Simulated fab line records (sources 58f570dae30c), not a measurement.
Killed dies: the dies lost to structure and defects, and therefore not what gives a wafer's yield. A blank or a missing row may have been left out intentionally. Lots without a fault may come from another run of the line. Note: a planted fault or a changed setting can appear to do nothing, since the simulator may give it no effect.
Which of the tools did it?	flow berkeley-cmos170	15 lots with 45 wafers sampled at 5 steps, on a route of 331 steps

## WHAT THE GAUGES SHOWED, per wafer
UCB170_M3_BOW_MEAS_20. Usual: for M3_BOW the level is 37 um and the standard deviation is 7.2.
lot	measured	on	M3_BOW (um)	flag
L837	day 7 20:09	film-metro-03	31 23 45	
L840	day 8 20:04	film-metro-02	53 32 47	
L843	day 8 20:45	film-metro-01	40 29 37	
L841	day 8 22:04	film-metro-03	32 31 28	
L845	day 9 15:07	film-metro-03	28 23 38	
L844	day 9 15:52	film-metro-02	32 42 33	
L846	day 10 13:44	film-metro-01	31 43 39	
L848	day 10 13:49	film-metro-02	28 41 31	
L847	day 10 14:31	film-metro-01	44 31 42	
L855	day 11 17:07	film-metro-01	53 51 46	
L853	day 11 23:15	film-metro-02	30 38 36	
L858	day 12 05:10	film-metro-02	39 33 33	
L860	day 12 09:02	film-metro-01	45 35 41	
L857	day 12 09:41	film-metro-02	36 44 37	
L856	day 12 09:55	film-metro-01	45 21 24	

## EACH LOT AND THE TOOL THAT RAN IT (in order: tool; ch and the chambers of the sampled wafers; start)
lot	UCB170_M2_ETCH_17	UCB170_M2_METAL_ETCH_18	UCB170_M3_METAL_ETCH_18	UCB170_M3_STRIP_19
L837	rie-diel-02 ch 0,2,3, day 7 13:59	rie-metal-01 ch 0,1, day 7 14:02	rie-metal-01 ch 0,1, day 7 19:39	plasma-asher-01 ch 0,1, day 7 19:50
L840	rie-diel-02 ch 0,2,3, day 8 13:59	rie-metal-01 ch 1, day 8 14:01	rie-metal-02 ch 0,1, day 8 19:40	plasma-asher-04 ch 0,1, day 8 19:51
L843	rie-diel-04 ch 0,2,3, day 8 14:23	rie-metal-03 ch 0,1, day 8 14:26	rie-metal-03 ch 0,1, day 8 20:20	plasma-asher-01 ch 0,1, day 8 20:32
L841	rie-diel-03 ch 0,3, day 8 14:32	rie-metal-04 ch 1, day 8 14:41	rie-metal-02 ch 0,1, day 8 21:41	plasma-asher-04 ch 0,1, day 8 21:50
L845	rie-diel-02 ch 0,1,2, day 9 09:10	rie-metal-01 ch 0,1, day 9 09:12	rie-metal-02 ch 0,1, day 9 14:42	plasma-asher-02 ch 0,1, day 9 14:53
L844	rie-diel-03 ch 1,2, day 9 09:29	rie-metal-03 ch 0,1, day 9 09:35	rie-metal-01 ch 0,1, day 9 15:27	plasma-asher-01 ch 0,1, day 9 15:37
L846	rie-diel-04 ch 1,2, day 10 06:04	rie-metal-01 ch 0,1, day 10 06:06	rie-metal-02 ch 0,1, day 10 13:14	plasma-asher-01 ch 0,1, day 10 13:29
L848	rie-diel-03 ch 1,2,3, day 10 06:19	rie-metal-04 ch 0,1, day 10 06:22	rie-metal-01 ch 1, day 10 13:20	plasma-asher-02 ch 0,1, day 10 13:32
L847	rie-diel-04 ch 1,2,3, day 10 07:04	rie-metal-01 ch 0,1, day 10 07:06	rie-metal-02 ch 0,1, day 10 14:02	plasma-asher-02 ch 0,1, day 10 14:17
L855	rie-diel-04 ch 1,2,3, day 11 09:44	rie-metal-01 ch 0,1, day 11 09:46	rie-metal-01 ch 0,1, day 11 16:41	plasma-asher-02 ch 0,1, day 11 16:53
L853	rie-diel-02 ch 2,3, day 11 12:29	rie-metal-01 ch 0,1, day 11 12:31	rie-metal-01 ch 0,1, day 11 22:50	plasma-asher-04 ch 0,1, day 11 23:01
L858	rie-diel-04 ch 2,3, day 11 22:49	rie-metal-04 ch 0, day 11 22:52	rie-metal-02 ch 0,1, day 12 04:44	plasma-asher-02 ch 0,1, day 12 04:56
L860	rie-diel-02 ch 1,2, day 12 02:06	rie-metal-01 ch 0,1, day 12 02:08	rie-metal-03 ch 0,1, day 12 08:38	plasma-asher-02 ch 0,1, day 12 08:49
L857	rie-diel-03 ch 0,1,3, day 12 02:22	rie-metal-04 ch 0,1, day 12 02:25	rie-metal-02 ch 1, day 12 09:16	plasma-asher-04 ch 0,1, day 12 09:27
L856	rie-diel-04 ch 0,2,3, day 12 02:28	rie-metal-03 ch 0,1, day 12 02:31	rie-metal-01 ch 0,1, day 12 09:26	plasma-asher-01 ch 0,1, day 12 09:38
- UCB170_M2_ETCH_17: etches BARC in N2/H2.
- UCB170_M2_METAL_ETCH_18: etches Al in Cl2/BCl3, stops on SiO2, target depth 1170 nm, time 195 s.
- UCB170_M3_METAL_ETCH_18: etches Al in Cl2/BCl3, stops on SiO2, target depth 1170 nm, time 195 s.
- UCB170_M3_STRIP_19: strips in O2.

## AS READ BY THE TOOLS THEMSELVES (means over the sampled wafers that have a number; for cases with no such wafer, the mark the record gives instead)
UCB170_M2_ETCH_17. Usual: drypump-motor-current-A 5.8 A, standard deviation 0.49; oes-product-au 0.988 a.u., standard deviation 0.017; rf-fwd-power-W 495.0 W, standard deviation 1.8; throttle-valve-pct 13.23 %, standard deviation 0.2.
lot	tool	drypump-motor-current-A (A)	oes-product-au (a.u.)	rf-fwd-power-W (W)	throttle-valve-pct (%)	flag
L837	rie-diel-02	6.1	0.998	494.4	13.27	
L840	rie-diel-02	6.1	0.995	495.6	13.26	
L843	rie-diel-04	5.8	0.999	496.7	13.28	
L841	rie-diel-03	6.2	1.012	495.0	13.27	
L845	rie-diel-02	5.9	0.983	494.8	13.06	
L844	rie-diel-03	5.3	0.966	496.9	13.37	
L846	rie-diel-04	5.5	1.003	494.4	13.15	
L848	rie-diel-03	5.7	0.985	495.8	13.28	
L847	rie-diel-04	5.9	0.998	495.7	13.19	
L855	rie-diel-04	5.9	0.998	494.3	13.19	
L853	rie-diel-02	6.4	0.995	495.9	13.34	
L858	rie-diel-04	5.7	1.006	494.9	13.11	
L860	rie-diel-02	5.9	0.976	495.7	12.95	
L857	rie-diel-03	5.8	0.987	495.1	13.28	
L856	rie-diel-04	5.8	0.988	495.9	13.27	

UCB170_M2_METAL_ETCH_18. Usual: drypump-motor-current-A 5.5 A, standard deviation 0.39; oes-product-au 0.862 a.u., standard deviation 0.015; rf-fwd-power-W 597.8 W, standard deviation 2; throttle-valve-pct 24.46 %, standard deviation 0.2.
lot	tool	drypump-motor-current-A (A)	oes-product-au (a.u.)	rf-fwd-power-W (W)	throttle-valve-pct (%)	flag
L837	rie-metal-01	5.7	0.876	599.0	24.50	
L840	rie-metal-01	6.0	0.875	599.2	24.39	
L843	rie-metal-03	5.7	0.876	596.5	24.25	
L841	rie-metal-04	5.1	0.850	597.4	24.47	
L845	rie-metal-01	5.7	0.863	596.9	24.47	
L844	rie-metal-03	5.7	0.883	598.6	24.22	
L846	rie-metal-01	5.8	0.854	598.9	24.47	
L848	rie-metal-04	5.0	0.847	594.9	24.63	
L847	rie-metal-01	5.8	0.862	600.0	24.48	
L855	rie-metal-01	5.5	0.849	597.8	24.57	
L853	rie-metal-01	5.7	0.861	599.0	24.47	
L858	rie-metal-04	4.9	0.842	595.9	24.72	
L860	rie-metal-01	5.5	0.847	598.4	24.57	
L857	rie-metal-04	5.0	0.857	595.8	24.56	
L856	rie-metal-03	5.7	0.870	599.8	24.35	

UCB170_M3_METAL_ETCH_18. Usual: drypump-motor-current-A 5.81 A, standard deviation 0.29; oes-product-au 0.864 a.u., standard deviation 0.014; rf-fwd-power-W 597.8 W, standard deviation 2.1; throttle-valve-pct 24.40 %, standard deviation 0.15.
lot	tool	drypump-motor-current-A (A)	oes-product-au (a.u.)	rf-fwd-power-W (W)	throttle-valve-pct (%)	flag
L837	rie-metal-01	5.73	0.865	599.5	24.51	
L840	rie-metal-02	6.06	0.874	597.7	24.37	
L843	rie-metal-03	5.78	0.865	597.2	24.25	
L841	rie-metal-02	5.89	0.859	595.2	24.38	
L845	rie-metal-02	6.07	0.860	595.2	24.37	
L844	rie-metal-01	5.77	0.862	598.4	24.48	
L846	rie-metal-02	5.91	0.850	597.6	24.38	
L848	rie-metal-01	5.95	0.864	599.7	24.39	
L847	rie-metal-02	5.91	0.858	596.3	24.39	
L855	rie-metal-01	5.54	0.859	527.3	24.55	OFF
L853	rie-metal-01	5.52	0.851	525.0	24.57	OFF
L858	rie-metal-02	6.05	0.871	597.7	24.36	
L860	rie-metal-03	5.71	0.875	597.9	24.35	
L857	rie-metal-02	6.22	0.874	595.6	24.35	
L856	rie-metal-01	5.53	0.851	528.3	24.56	OFF

UCB170_M3_STRIP_19. Usual: drypump-motor-current-A 6.1 A, standard deviation 0.5; oes-product-au 0.538 a.u., standard deviation 0.017.
lot	tool	drypump-motor-current-A (A)	oes-product-au (a.u.)	flag
L837	plasma-asher-01	6.3	0.551	
L840	plasma-asher-04	6.1	0.523	
L843	plasma-asher-01	5.9	0.550	
L841	plasma-asher-04	5.8	0.520	
L845	plasma-asher-02	6.0	0.528	
L844	plasma-asher-01	5.9	0.554	
L846	plasma-asher-01	5.9	0.517	
L848	plasma-asher-02	6.1	0.549	
L847	plasma-asher-02	6.1	0.526	
L855	plasma-asher-02	6.1	0.628	OFF
L853	plasma-asher-04	5.8	0.623	OFF
L858	plasma-asher-02	6.0	0.533	
L860	plasma-asher-02	6.1	0.547	
L857	plasma-asher-04	5.8	0.543	
L856	plasma-asher-01	6.3	0.622	OFF

## THE ANSWER, worked out from the rows above alone
Rule: take the mean of a lot's wafers that have a number; if it is more than 3 standard deviations from the usual mean, the lot is off. A lot without any number at a reading at which 4 lots or more have one is off too. Where the step has rows for the other lots, those lots are counted as sound. Order of review: gauges by route order, followed by the tools' own readings, for which a lot's mean as printed above is used. The first step at which some lot is off is used, and at that step the reading that is off furthest; a lot without a number counts as furthest.
Off: L855, L853, L856 (UCB170_M3_METAL_ETCH_18, rf-fwd-power-W).
If a tool, at that step or one of the process steps before it, ran each lot that is off and ran no sound lot following the first of them, it fits. One candidate fits, namely rie-metal-01 at UCB170_M3_METAL_ETCH_18. Its last sound lot is L848 (day 10 13:20), its first lot that is off L855 (day 11 16:41): a fault that began between those two fits.
On the lots that are off, the tool's own readings at UCB170_M3_METAL_ETCH_18 differ by more than 5 times the standard deviation of the sound lots' means, which bears it out; rf-fwd-power-W reads 526.9 W there versus 597.3 W on the sound lots.

## WHAT THE SIMULATOR HAD PUT IN
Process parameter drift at UCB170_M3_METAL_ETCH_18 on rie-metal-01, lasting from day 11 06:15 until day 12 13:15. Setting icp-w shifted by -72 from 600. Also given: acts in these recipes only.
Shown lots that were struck: L855, L853, L856. This agrees with what the rule above found.
